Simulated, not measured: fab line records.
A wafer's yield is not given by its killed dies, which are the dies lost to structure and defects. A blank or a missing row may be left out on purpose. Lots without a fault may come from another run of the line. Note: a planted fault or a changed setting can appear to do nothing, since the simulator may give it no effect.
Chamber matching | flow berkeley cmos170 | UCB170_ZERO_ETCH_06 on rie diel-04 has 4 sister chambers
The step etches SiO2 in CHF3/CF4/Ar, time 12 s. 4 wafers are shown with their chamber, then 7 later ones without.

## WAFERS WITH THEIR CHAMBER
wafer  | chamber | throttle valve pct (%)
L644.3 | 3       | 9.34
L646.1 | 1       | 9.20
L649.1 | 2       | 9.34
L649.4 | 0       | 9.11

## WAFERS WHOSE CHAMBER IS MISSING
wafer  | throttle valve pct (%)
L649.5 | 9.33
L650.2 | 9.33
L650.5 | 9.19
L650.6 | 9.33
L651.3 | 9.10
L651.4 | 9.33
L651.5 | 9.32

## THE CHAMBER EACH PASSED THROUGH
wafer  | from the rows above     | in truth
L649.5 | can't be placed: 2 or 3 | 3
L650.2 | can't be placed: 2 or 3 | 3
L650.5 | 1                       | 1
L650.6 | can't be placed: 2 or 3 | 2
L651.3 | 0                       | 0
L651.4 | can't be placed: 2 or 3 | 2
L651.5 | can't be placed: 2 or 3 | 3
Correctly placed: 2 of 7. Unplaceable from these rows: 5, with the true chamber sitting among the candidates in 5. Number placed wrongly: 0.
How it was worked out, from the rows above alone: a wafer's distance from a chamber is the root of the sum, over the readings, of the square of ((its reading less the chamber's mean) divided by the reading's scatter). The wafer belongs to the nearest chamber; if the next one is less than 2 further off, it can't be placed. For every chamber, the mean is computed from those of its wafers that are shown. The scatter (one wafer shown for each chamber): square how far every hidden wafer sits from the nearest shown wafer, average those squares and take the square root.
